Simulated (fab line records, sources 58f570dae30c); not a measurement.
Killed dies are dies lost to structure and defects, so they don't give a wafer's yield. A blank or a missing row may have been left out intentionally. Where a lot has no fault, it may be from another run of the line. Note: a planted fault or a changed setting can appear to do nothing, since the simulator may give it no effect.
fab line records | flow berkeleyCmos170
[record] lots = 6 wafers = 18 lastDay = 13
route steps=331 shown NWELL@15 M3@331
lots that met no fault: taken from a fault-free run of the same line
startH: the number of hours between the record's first day and the start of the first shown wafer of the lot | waitH: hours since the lot's step before | " unchanged from the row above | L1.1+2: several wafers, shown together as one row | - no value present, or no start provided | * or withheld: withheld | < > ~ a bound
route shown NAME@n: a module of which the file shows steps, and the number in the route of the first | usual: average and standard deviation across the fault-free wafers | same: alike in all rows | chamber/n: place in a boat | sites: readings site by site | _std_site: standard deviation of those values | _edge_site: outer sites' mean less inner sites' | radiusMm: how far each site lies from the wafer's centre | mask NAME#n: copy n | behind: the last tool/chamber to shape the wafer | hold: the reason the lot was held/the length of the hold in hours/how it ended | device: the n, p or np transistor that did not switch | end of line: the tests these same wafers got at the end of their route | a step given without rows: its recipe and nothing more | killed: not the wafer's yield, but the dies lost to structure and defects at the first sort | map: shows each die of a wafer: x if killed, . if not, _ if none is there
set.NAME: the run value of the setting; set.NAME@STEP: its run value at that earlier step | model.NAME: the simulator's own value behind a step, which no gauge read
lots at some steps of the route; a table a step, a row a wafer
services: from which hour (startH, from the record's first day; less than 0 if before it) a tool's chamber was out of use, for how many hours, and why
[[steps]]
[step UCB170_NWELL_OXIDATION_01]
[recipe] tempC = 1000 ambient = O2 targetThkA = 264 oxTimeS = 1260
[step UCB170_NWELL_THK_MEAS_02]
[recipe] reads = SiO2_of_NWELL_OXIDATION_01
[usual] NWELL_OXIDE_THK = 26.3/0.43
// columns lot.wafer tool chamber startH waitH NWELL_OXIDE_THK[nm]
L507.3 filmMetro-04 - 38.32 0.0 27.1
L507.4 " - " " 26.8
L507.6 " - " " 26.4
L508.3 filmMetro-01 - 38.32 0.0 25.9
L508.4 " - " " 26.1
L508.5 " - " " 25.6
L513.2 filmMetro-04 - 67.71 0.0 26.5
L513.3 " - " " 26.2
L513.4 " - " " 26.2
L515.1 filmMetro-04 - 73.10 0.0 26.3
L515.3 " - " " 26.2
L515.5 " - " " 26.8
L518.1 filmMetro-04 - 88.70 0.0 26.7
L518.2 " - " " 26.1
L518.5 " - " " 26.5
L527.1 filmMetro-01 - 137.16 0.0 26.3
L527.2 " - " " 26.5
L527.6 " - " " 26.8
[step UCB170_NWELL_ANNEAL_03]
[recipe] tempC = 1000 timeS = 900 ambient = N2
[step UCB170_NWELL_CVD_04]
[recipe] material = Si3N4 targetThkNm = 224 tempC = 800 precursor = SiH2Cl2/NH3 timeS = 3360 pressureMtorr = 200 sih2cl2FlowSccm = 25 nh3FlowSccm = 75
[step UCB170_NWELL_THK_MEAS_05]
[recipe] reads = Si3N4_of_NWELL_CVD_04
[usual] NWELL_NITRIDE_THK = 223.6/2.2
// columns lot.wafer tool chamber startH waitH NWELL_NITRIDE_THK[nm]
L507.3 filmMetro-04 - 44.29 0.0 221.0
L507.4 " - " " 220.4
L507.6 " - " " 219.9
L508.3 filmMetro-02 - 44.29 0.0 224.0
L508.4 " - " " 223.3
L508.5 " - " " 223.0
L513.2 filmMetro-02 - 74.02 0.0 219.9
L513.3 " - " " 222.2
L513.4 " - " " 220.1
L515.1 filmMetro-04 - 82.56 0.0 224.2
L515.3 " - " " 221.1
L515.5 " - " " 223.8
L518.1 filmMetro-04 - 97.80 0.0 225.0
L518.2 " - " " 224.9
L518.5 " - " " 224.3
L527.1 filmMetro-04 - 141.85 0.0 227.0
L527.2 " - " " 226.0
L527.6 " - " " 225.9
[step UCB170_NWELL_HMDS_06]
[recipe] primeTimeS = 60 primeTempC = 100
[step UCB170_NWELL_COAT_07]
[recipe] resist = KrF spinRpm = 1500 resistThkNm = 900
[step UCB170_NWELL_SOFTBAKE_08]
[recipe] resist = KrF tempC = 130 timeS = 60
[step UCB170_NWELL_EXPOSE_09]
[recipe] maskId = NWELL targetCdNm = 3000 na = 0.5 sigmaOuter = 0.6 sourceShape = conventional doseMj = 25
[step UCB170_NWELL_PEB_10]
[recipe] pebTempC = 130 pebTimeS = withheld resist = KrF
[step UCB170_NWELL_DEVELOP_11]
[recipe] developer = TMAH developTimeS = 45 resist = KrF devTempC = 21
[step UCB170_NWELL_OVL_MEAS_12]
[usual] NWELL_OVL = -2/6
// columns lot.wafer tool chamber startH waitH NWELL_OVL[nm]
L508.3 overlay-01 - 45.38 - -6
L508.4 " - " " -4
L508.5 " - " " -6
L507.3 overlay-02 - 45.52 - 4
L507.4 " - " " -3
L507.6 " - " " -4
L513.2 overlay-02 - 75.32 - -4
L513.3 " - " " -13
L513.4 " - " " -6
L515.1 overlay-02 - 83.46 - -4
L515.3 " - " " 0
L515.5 " - " " -2
L518.1 overlay-02 - 98.70 - 4
L518.2 " - " " 7
L518.5 " - " " 9
L527.1 overlay-01 - 144.95 - 3
L527.2 " - " " 4
L527.6 " - " " -1
[step UCB170_NWELL_ETCH_13]
[recipe] chemistry = CH3F/Ar/O2 target = Si3N4 stopOn = SiO2 CH3F_flow_sccm = 20 Ar_flow_sccm = 50 O2_flow_sccm = 7 pressureMtorr = 50 rfW = 450 targetDepthA = 2464 overEtchFrac = 0.1 timeS = 154
[usual] CH3F_flow_sccm = 20.00/0.056 drypumpMotorCurrentA = 5.5/0.41 oesProductAu = 0.947/0.012 throttleValvePct = 8.07/0.087
// columns lot.wafer tool chamber startH waitH CH3F_flow_sccm drypumpMotorCurrentA oesProductAu rfHoursCounterH throttleValvePct model.KrF_of_NWELL_COAT_07.thkNm model.etch.depthNm
L508.3 rieDiel-04 3 45.41 0.0 19.99 5.2 0.938 111 8.09 714.9 223.9
L508.4 " 1 " " 19.91 5.2 0.961 72 7.94 721.6 223.5
L508.5 " 3 " " 19.93 5.2 0.936 - 8.08 714.3 222.8
L507.3 rieDiel-02 1 45.55 0.0 20.01 5.4 0.960 68 8.01 714.9 221.1
L507.4 " 1 " " 20.12 5.4 0.951 - 7.99 715 220.3
L507.6 " 3 " " 19.91 5.6 0.937 - 8.16 720.6 220.1
L513.2 rieDiel-02 2 75.35 0.0 19.97 5.8 0.853 32 8.24 762.8 187.9
L513.3 " 3 " " 19.97 5.6 0.931 4 8.17 720 222.2
L513.4 " 0 " " 20.06 5.8 0.932 1 8.12 721.1 219.9
L515.1 rieDiel-02 3 83.50 0.0 19.90 5.6 0.948 4 8.17 721.2 224
L515.3 " 2 " " 19.98 5.8 0.840 33 8.24 760.6 187
L515.5 " 0 " " 19.98 5.8 0.942 - 8.14 725.9 223.9
L518.1 rieDiel-04 3 98.73 0.0 19.97 5.2 0.944 113 8.09 719.4 225.2
L518.2 " 1 " " 20.04 5.3 0.961 74 7.97 722.5 224.9
L518.5 " 3 " " 20.02 5.2 0.940 - 8.10 719.7 224.3
L527.1 rieDiel-04 0 144.99 0.0 20.04 6.6 0.966 144 8.04 723.1 226.8
L527.2 " 2 " " 19.98 4.9 0.966 8 8.05 723.7 226
L527.6 " 1 " " 19.91 5.3 0.964 - 7.96 722.8 225.8
[step UCB170_NWELL_IMPLANT_14]
[recipe] species = P doseCm2 = 1e+13 energyKev = 150 tiltDeg = 7
[step UCB170_NWELL_STRIP_15]
[recipe] chemistry = O2 powerW = 400 pressureMtorr = 3500 platenTempC = withheld o2FlowSccm = 400 overashFraction = 0.5
[usual] drypumpMotorCurrentA = 5.70/0.27 oesProductAu = 0.721/0.0044 stripTimeToEndpointS = 17.98/0.086
// columns lot.wafer tool chamber startH waitH drypumpMotorCurrentA oesProductAu rfHoursCounterH stripTimeToEndpointS
L508.3 plasmaAsher-02 1 45.69 0.1 5.89 0.725 - 17.84
L508.4 " 0 " " 5.47 0.714 - 18.02
L508.5 " 0 " " 5.46 0.727 - 17.84
L507.3 plasmaAsher-04 0 45.83 0.1 5.66 0.728 - 17.86
L507.4 " 1 " " 5.12 0.716 - 17.89
L507.6 " 0 " " 5.64 0.724 - 17.99
L513.2 plasmaAsher-03 0 75.60 0.1 6.01 0.720 28 19.00
L513.3 " 1 " " 5.57 0.724 - 17.98
L513.4 " 0 " " 6.06 0.718 - 18.00
L515.1 plasmaAsher-02 0 83.75 0.1 5.45 0.725 35 18.01
L515.3 " 1 " " 5.89 0.723 - 18.93
L515.5 " 0 " " 5.40 0.720 - 18.12
L518.1 plasmaAsher-02 1 98.99 0.1 5.87 0.722 37 17.96
L518.2 " 0 " " 5.45 0.721 37 18.04
L518.5 " 1 " " 5.88 0.710 - 17.98
L527.1 plasmaAsher-02 1 145.24 0.1 5.91 0.722 43 18.05
L527.2 " 0 " " 5.45 0.719 43 18.07
L527.6 " 0 " " 5.47 0.722 - 18.04
[step UCB170_NWELL_TW_MEAS_16]
[usual] NWELL_TW = 1253/13
// columns lot.wafer tool chamber startH waitH NWELL_TW
L508.3 filmMetro-02 - 45.78 0.1 1244
L508.4 " - " " 1248
L508.5 " - " " 1244
L507.3 filmMetro-04 - 45.92 0.1 1269
L507.4 " - " " 1263
L507.6 " - " " 1274
L513.2 filmMetro-02 - 75.71 0.1 1238
L513.3 " - " " 1240
L513.4 " - " " 1240
L515.1 filmMetro-01 - 83.85 0.1 1265
L515.3 " - " " 1253
L515.5 " - " " 1251
L518.1 filmMetro-02 - 99.09 0.1 1234
L518.2 " - " " 1235
L518.5 " - " " 1230
L527.1 filmMetro-02 - 145.34 0.1 1246
L527.2 " - " " 1248
L527.6 " - " " 1242
[step UCB170_M3_PROBE_99]
// columns lot.wafer tool chamber startH waitH model.etest.nwellPinched.rsOhmSq model.etest.nwell.rsOhmSq model.etest.nwell.widthNm model.etest.nwell.lineOhmUm model.etest.vpnp.gain model.etest.diodePplusComb.cjFfUm2
L507.3 prober-02 - 190.82 0.2 1292 868.4 2378 364.5 11.41 1.105
L507.4 prober-02 - 190.87 0.2 1277 865.3 2377 359.3 11.22 1.099
L507.6 prober-02 - 190.97 0.2 1278 865.5 2382 364.8 11.16 1.098
L508.3 prober-01 - 192.01 0.2 1284 863.1 2361 367 11.39 1.105
L508.4 prober-01 - 192.06 0.2 1281 861.7 2378 361.5 11.38 1.11
L508.5 prober-01 - 192.11 0.2 1281 861.7 2358 360.3 11.45 1.108
L513.2 prober-02 - 256.41 0.1 1351 888.4 2345 374.1 12.29 1.092
L513.3 prober-02 - 256.46 0.2 1299 869.2 2357 363.6 11.53 1.104
L513.4 prober-02 - 256.51 0.2 1282 864.4 2365 363.2 11.65 1.104
L515.1 prober-01 - 258.25 0.1 1290 860.9 2354 369.7 11.58 1.103
L515.3 prober-01 - 258.35 0.2 1336 888.5 2350 374.3 11.99 1.095
L515.5 prober-01 - 258.45 0.2 1300 860.6 2373 371.7 11.61 1.106
L518.1 prober-02 - 277.96 0.1 1284 866.1 2372 363.1 11.19 1.103
L518.2 prober-02 - 278.01 0.1 1284 864.1 2365 362.6 11.3 1.099
L518.5 prober-02 - 278.16 0.2 1274 870.6 2374 367.8 11.14 1.102
L527.1 prober-01 - 303.21 0.1 1267 861.1 2369 359.8 11.04 1.101
L527.2 prober-01 - 303.26 0.1 1261 852.6 2381 361.6 11.15 1.097
L527.6 prober-01 - 303.46 0.2 1266 852.8 2368 367.3 10.98 1.094
// killed by level:class
L507.3 GATE:geometricParticle:open=1 ACTIVE:areaEtch=1
L507.4 GATE:geometricParticle:short=1 SILICIDE:geometricParticle:open=1 M2:geometricParticle:short=1 V2:geometricParticle:short=1
L507.6 WELLDRIVE:geometricParticle:open=1 GATE:geometricParticle:open=1 CONTACT:geometricParticle:open=1 M1:geometricParticle:short=1 V1:geometricParticle:open=1 ACTIVE:areaEtch=1
L508.3 V1:geometricParticle:short=2 FIELD:geometricParticle:open=1 SCREENOX:geometricParticle:short=1 V2:geometricParticle:open=1
L508.4 WELLDRIVE:geometricParticle:short=1
L508.5 GATE:geometricParticle:open=2 SACOX:geometricParticle:open=1 V1:geometricParticle:open=1 V2:geometricParticle:short=1
L518.1 GATE:geometricParticle:open=1
L518.2 START:geometricParticle:open=1 SILICIDE:geometricParticle:open=1 V1:geometricParticle:open=1 M2:geometricParticle:open=1
L518.5 GATE:geometricParticle:open=2 GATE:geometricParticle:short=1
L527.1 SPACER:geometricParticle:short=1
L527.2 SCREENOX:geometricParticle:short=1 SPACER:geometricParticle:open=1 V1:geometricParticle:open=1 V2:geometricParticle:short=1
L527.6 GATE:geometricParticle:short=1 CONTACT:geometricParticle:open=1
[[services]]
// columns tool chamber startH hours kind
rieDiel-02 0 24.22 2.8 repair
rieDiel-04 2 31.30 1.4 repair
rieDiel-02 0 42.51 - clean
rieDiel-02 0 42.51 17.3 scheduledDown
rieDiel-02 0 42.51 17.3 ventCycle
plasmaAsher-04 - 56.14 1.3 repair
rieDiel-02 - 76.28 1.0 repair
rieDiel-02 - 90.63 28.1 pm
plasmaAsher-02 - 120.48 2.7 repair
plasmaAsher-04 - 126.46 2.8 pm
rieDiel-02 0 128.19 6.5 repair
plasmaAsher-04 - 129.36 31.9 repair
plasmaAsher-04 - 131.30 2.7 repair
rieDiel-04 1 132.60 1.5 repair
[[key]]
[firstSign] step = UCB170_NWELL_ETCH_13 reading = oesProductAu direction = down sigmas = 8.2 usual = 0.947 struck = 0.846
[effect] step = UCB170_NWELL_STRIP_15 reading = stripTimeToEndpointS direction = up sigmas = 12 usual = * struck = *
[modelEffect] step = UCB170_NWELL_ETCH_13 value = KrF_of_NWELL_COAT_07.thkNm without = 721.2 struck = 761.7
[modelEffect] step = UCB170_M3_PROBE_99 value = etest.nwellPinched.rsOhmSq without = 1294 struck = 1343
metAt UCB170_NWELL_ETCH_13
struckWafers L513.2,L515.3
sortLeftOut L513.2,L515.3
testerLeftOut L513,L515
[fault] kind = processParameterDrift tool = rieDiel-02 chamber = 2 onsetH = 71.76 steps = UCB170_NWELL_ETCH_13 channel = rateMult offset = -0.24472 shape = step endH = 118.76
// testerLeftOut: of these lots the tester's yield and bins aren't shown, on N5 and GAA mostly nor the transistor test; their killed dies are dies lost to structure and defects alone, not to doping, threshold or leakage, so they don't give the yield
// sortLeftOut: the simulated sort isn't trusted on such a fault, so these wafers' sort isn't shown, and their yield isn't known
